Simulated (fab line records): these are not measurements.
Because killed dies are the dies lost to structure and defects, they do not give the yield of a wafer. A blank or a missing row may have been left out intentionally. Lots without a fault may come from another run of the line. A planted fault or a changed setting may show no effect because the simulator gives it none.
Which of the tools did it? :: flow rit-cmos :: 14 lots with 42 wafers sampled at 2 steps, on a route of 202 steps

## WHAT EACH GAUGE READ, for each wafer
The record lacks any reading of a measuring or inspecting step that a usual standard deviation could be used to judge.

## WHICH TOOL RAN EACH LOT (tool, then ch and the chambers of the sampled wafers, then the start)
lot: L585
RIT_M1_METAL_ETCH_12: rie-metal-02 ch 0,1, day 3 10:30
RIT_M1_PROBE_99: prober-02, day 3 12:46

lot: L586
RIT_M1_METAL_ETCH_12: rie-metal-01 ch 0,1, day 3 17:10
RIT_M1_PROBE_99: prober-01, day 3 19:29

lot: L589
RIT_M1_METAL_ETCH_12: rie-metal-01 ch 0,1, day 4 07:40
RIT_M1_PROBE_99: prober-01, day 4 09:59

lot: L590
RIT_M1_METAL_ETCH_12: rie-metal-03 ch 0,1, day 4 14:27
RIT_M1_PROBE_99: prober-02, day 4 16:46

lot: L591
RIT_M1_METAL_ETCH_12: rie-metal-02 ch 0,1, day 4 16:16
RIT_M1_PROBE_99: prober-01, day 4 18:32

lot: L592
RIT_M1_METAL_ETCH_12: rie-metal-01 ch 0,1, day 4 21:11
RIT_M1_PROBE_99: prober-02, day 4 23:29

lot: L593
RIT_M1_METAL_ETCH_12: rie-metal-03 ch 0,1, day 5 05:23
RIT_M1_PROBE_99: prober-01, day 5 07:42

lot: L594
RIT_M1_METAL_ETCH_12: rie-metal-02 ch 0,1, day 5 14:14
RIT_M1_PROBE_99: prober-02, day 5 16:29

lot: L595
RIT_M1_METAL_ETCH_12: rie-metal-01 ch 0,1, day 5 15:42
RIT_M1_PROBE_99: prober-02, day 5 17:59

lot: L598
RIT_M1_METAL_ETCH_12: rie-metal-01 ch 0,1, day 6 06:28
RIT_M1_PROBE_99: prober-02, day 6 08:43

lot: L601
RIT_M1_METAL_ETCH_12: rie-metal-01 ch 0,1, day 6 19:23
RIT_M1_PROBE_99: prober-01, day 6 21:38

lot: L604
RIT_M1_METAL_ETCH_12: rie-metal-03 ch 0, day 7 09:42
RIT_M1_PROBE_99: prober-02, day 7 12:07

lot: L605
RIT_M1_METAL_ETCH_12: rie-metal-02 ch 0,1, day 7 15:55
RIT_M1_PROBE_99: prober-01, day 7 18:10

lot: L607
RIT_M1_METAL_ETCH_12: rie-metal-03 ch 0,1, day 7 23:05
RIT_M1_PROBE_99: prober-01, day 8 01:25
- RIT_M1_METAL_ETCH_12: etches Al in Cl2/BCl3, stops on SiO2, time 165 s, target depth 600 nm.
- RIT_M1_PROBE_99

## WHAT THE TOOLS THEMSELVES READ (means of the sampled wafers that have a number; where no wafer has one, the mark that the record gives instead)
RIT_M1_METAL_ETCH_12.
lot: L585
tool: rie-metal-02
drypump-motor-current-A (A): 5.9
oes-product-au (a.u.): 0.778
run-length-s (s): 193.13
throttle-valve-pct (%): 8.24

lot: L586
tool: rie-metal-01
drypump-motor-current-A (A): 5.3
oes-product-au (a.u.): 0.783
run-length-s (s): 193.48
throttle-valve-pct (%): 8.32

lot: L589
tool: rie-metal-01
drypump-motor-current-A (A): 5.3
oes-product-au (a.u.): 0.791
run-length-s (s): 193.59
throttle-valve-pct (%): 8.30

lot: L590
tool: rie-metal-03
drypump-motor-current-A (A): 5.7
oes-product-au (a.u.): 0.776
run-length-s (s): 193.52
throttle-valve-pct (%): 8.34

lot: L591
tool: rie-metal-02
drypump-motor-current-A (A): 5.9
oes-product-au (a.u.): 0.783
run-length-s (s): 193.24
throttle-valve-pct (%): 8.24

lot: L592
tool: rie-metal-01
drypump-motor-current-A (A): 5.3
oes-product-au (a.u.): 0.785
run-length-s (s): 193.64
throttle-valve-pct (%): 8.31

lot: L593
tool: rie-metal-03
drypump-motor-current-A (A): 6.0
oes-product-au (a.u.): 0.777
run-length-s (s): 193.41
throttle-valve-pct (%): 8.31

lot: L594
tool: rie-metal-02
drypump-motor-current-A (A): 5.7
oes-product-au (a.u.): 0.772
run-length-s (s): 193.23
throttle-valve-pct (%): 8.20

lot: L595
tool: rie-metal-01
drypump-motor-current-A (A): 5.3
oes-product-au (a.u.): 0.786
run-length-s (s): 193.50
throttle-valve-pct (%): 8.32

lot: L598
tool: rie-metal-01
drypump-motor-current-A (A): 5.3
oes-product-au (a.u.): 0.798
run-length-s (s): 189.51
throttle-valve-pct (%): 8.29

lot: L601
tool: rie-metal-01
drypump-motor-current-A (A): 5.4
oes-product-au (a.u.): 0.797
run-length-s (s): 189.51
throttle-valve-pct (%): 8.30

lot: L604
tool: rie-metal-03
drypump-motor-current-A (A): 6.2
oes-product-au (a.u.): 0.764
run-length-s (s): 193.24
throttle-valve-pct (%): 8.29

lot: L605
tool: rie-metal-02
drypump-motor-current-A (A): 5.7
oes-product-au (a.u.): 0.789
run-length-s (s): 193.35
throttle-valve-pct (%): 8.19

lot: L607
tool: rie-metal-03
drypump-motor-current-A (A): 5.7
oes-product-au (a.u.): 0.777
run-length-s (s): 193.43
throttle-valve-pct (%): 8.34

RIT_M1_PROBE_99.
lot: L585
tool: prober-02
defect-limited-yield (%): 96.6
killed_at_M0_to_M3: 0.0
killed-at-contacts: 0.0
killed-at-front-end: 9.0
killed-dies: 9.0
killed-open: 4.0
killed-short: 5.0
sort_bin_3_pad_short (%): 0.4
sort_bin_5_function (%): 1.9
sort_bin_6_memory (%): 1.1
sort-n-pass: 255.0
sort-yield-pct (%): 96.6

lot: L586
tool: prober-01
defect-limited-yield (%): 97.1
killed_at_M0_to_M3: 0.0
killed-at-contacts: 0.0
killed-at-front-end: 7.7
killed-dies: 7.7
killed-open: 4.3
killed-short: 3.3
sort_bin_3_pad_short (%): 0.0
sort_bin_5_function (%): 1.8
sort_bin_6_memory (%): 1.1
sort-n-pass: 256.3
sort-yield-pct (%): 97.1

lot: L589
tool: prober-01
defect-limited-yield (%): 97.1
killed_at_M0_to_M3: 0.0
killed-at-contacts: 0.0
killed-at-front-end: 7.7
killed-dies: 7.7
killed-open: 3.3
killed-short: 4.3
sort_bin_3_pad_short (%): 0.4
sort_bin_5_function (%): 1.1
sort_bin_6_memory (%): 1.4
sort-n-pass: 256.3
sort-yield-pct (%): 97.1

lot: L590
tool: prober-02
defect-limited-yield (%): 97.0
killed_at_M0_to_M3: 0.0
killed-at-contacts: 1.0
killed-at-front-end: 7.0
killed-dies: 8.0
killed-open: 5.3
killed-short: 2.7
sort_bin_3_pad_short (%): 0.1
sort_bin_5_function (%): 1.5
sort_bin_6_memory (%): 1.4
sort-n-pass: 256.0
sort-yield-pct (%): 97.0

lot: L591
tool: prober-01
defect-limited-yield (%): 97.1
killed_at_M0_to_M3: 0.0
killed-at-contacts: 0.0
killed-at-front-end: 7.7
killed-dies: 7.7
killed-open: 2.7
killed-short: 5.0
sort_bin_3_pad_short (%): 0.4
sort_bin_5_function (%): 1.5
sort_bin_6_memory (%): 1.0
sort-n-pass: 256.3
sort-yield-pct (%): 97.1

lot: L592
tool: prober-02
defect-limited-yield (%): 97.7
killed_at_M0_to_M3: 0.0
killed-at-contacts: 0.0
killed-at-front-end: 6.0
killed-dies: 6.0
killed-open: 3.7
killed-short: 2.3
sort_bin_3_pad_short (%): 0.1
sort_bin_5_function (%): 1.1
sort_bin_6_memory (%): 1.0
sort-n-pass: 258.0
sort-yield-pct (%): 97.7

lot: L593
tool: prober-01
defect-limited-yield (%): 97.1
killed_at_M0_to_M3: 0.0
killed-at-contacts: 0.0
killed-at-front-end: 7.7
killed-dies: 7.7
killed-open: 4.7
killed-short: 3.0
sort_bin_3_pad_short (%): 0.3
sort_bin_5_function (%): 1.5
sort_bin_6_memory (%): 1.2
sort-n-pass: 256.3
sort-yield-pct (%): 97.1

lot: L594
tool: prober-02
defect-limited-yield (%): 97.9
killed_at_M0_to_M3: 0.0
killed-at-contacts: 0.0
killed-at-front-end: 5.7
killed-dies: 5.7
killed-open: 3.0
killed-short: 2.7
sort_bin_3_pad_short (%): 0.0
sort_bin_5_function (%): 1.8
sort_bin_6_memory (%): 0.4
sort-n-pass: 258.3
sort-yield-pct (%): 97.9

lot: L595
tool: prober-02
defect-limited-yield (%): 96.3
killed_at_M0_to_M3: 0.0
killed-at-contacts: 0.3
killed-at-front-end: 9.3
killed-dies: 9.7
killed-open: 4.3
killed-short: 5.0
sort_bin_3_pad_short (%): 0.1
sort_bin_5_function (%): 2.1
sort_bin_6_memory (%): 1.4
sort-n-pass: 254.3
sort-yield-pct (%): 96.3

lot: L598
tool: prober-02
defect-limited-yield (%): 97.8
killed_at_M0_to_M3: 0.0
killed-at-contacts: 0.0
killed-at-front-end: 5.7
killed-dies: 5.7
killed-open: 4.7
killed-short: 1.0
sort_bin_3_pad_short (%): 0.0
sort_bin_5_function (%): 1.2
sort_bin_6_memory (%): 0.9
sort-n-pass: 258.3
sort-yield-pct (%): 97.8

lot: L601
tool: prober-01
defect-limited-yield (%): 96.4
killed_at_M0_to_M3: 0.0
killed-at-contacts: 0.0
killed-at-front-end: 9.7
killed-dies: 9.7
killed-open: 4.7
killed-short: 5.0
sort_bin_3_pad_short (%): 0.0
sort_bin_5_function (%): 2.0
sort_bin_6_memory (%): 1.7
sort-n-pass: 254.3
sort-yield-pct (%): 96.4

lot: L604
tool: prober-02
defect-limited-yield (%): 96.6
killed_at_M0_to_M3: 0.3
killed-at-contacts: 0.0
killed-at-front-end: 8.7
killed-dies: 9.0
killed-open: 4.3
killed-short: 4.3
sort_bin_3_pad_short (%): 0.3
sort_bin_5_function (%): 2.4
sort_bin_6_memory (%): 0.8
sort-n-pass: 255.0
sort-yield-pct (%): 96.6

lot: L605
tool: prober-01
defect-limited-yield (%): 97.9
killed_at_M0_to_M3: 0.0
killed-at-contacts: 0.3
killed-at-front-end: 5.3
killed-dies: 5.7
killed-open: 3.7
killed-short: 2.0
sort_bin_3_pad_short (%): 0.0
sort_bin_5_function (%): 1.4
sort_bin_6_memory (%): 0.8
sort-n-pass: 258.3
sort-yield-pct (%): 97.9

lot: L607
tool: prober-01
defect-limited-yield (%): 98.2
killed_at_M0_to_M3: 0.0
killed-at-contacts: 0.0
killed-at-front-end: 4.7
killed-dies: 4.7
killed-open: 3.3
killed-short: 1.0
sort_bin_3_pad_short (%): 0.0
sort_bin_5_function (%): 1.4
sort_bin_6_memory (%): 0.4
sort-n-pass: 259.3
sort-yield-pct (%): 98.2

## THE ANSWER, worked out from the rows above alone
Rule: the lots themselves supply what counts as usual. The widest of any qualifying gaps counts: lots, ordered by their means at a reading, are off when they make up no more than a third of the lots, leave a main group of 4 or more, and stand apart from it by 3 or more times the standard deviation of that group's means. A main group is skipped when, at the precision printed for the reading in the tables above, its means are all equal. Also off: a lot with no number at a reading for which 4 or more lots have one. Any other lot the step has rows for is counted as sound. Order of review: gauges by route order, followed by the tools' own readings, for which a lot's mean as printed above is used. The first step at which some lot is off is used, and at that step the reading that is off furthest; a lot without a number counts as furthest.
Off at RIT_M1_METAL_ETCH_12 (run-length-s): L598, L601. Main group: mean 193.40 s, sd 0.15.
If a tool, at that step or one of the process steps before it, ran each lot that is off and ran no sound lot following the first of them, it fits. One fits: rie-metal-01 at RIT_M1_METAL_ETCH_12. A fault onset in the window from L595 (day 5 15:42, its last sound lot) to L598 (day 6 06:28, its first lot off) fits.
The tool's own readings at RIT_M1_METAL_ETCH_12 bear it out: on the lots that are off they differ by more than 5 times the standard deviation of the sound lots' means. run-length-s reads 189.51 s there against 193.40 s on the sound lots.

## WHAT THE SIMULATOR HAD PUT IN
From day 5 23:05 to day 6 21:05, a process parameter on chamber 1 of rie-metal-01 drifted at RIT_M1_METAL_ETCH_12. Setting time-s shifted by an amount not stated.
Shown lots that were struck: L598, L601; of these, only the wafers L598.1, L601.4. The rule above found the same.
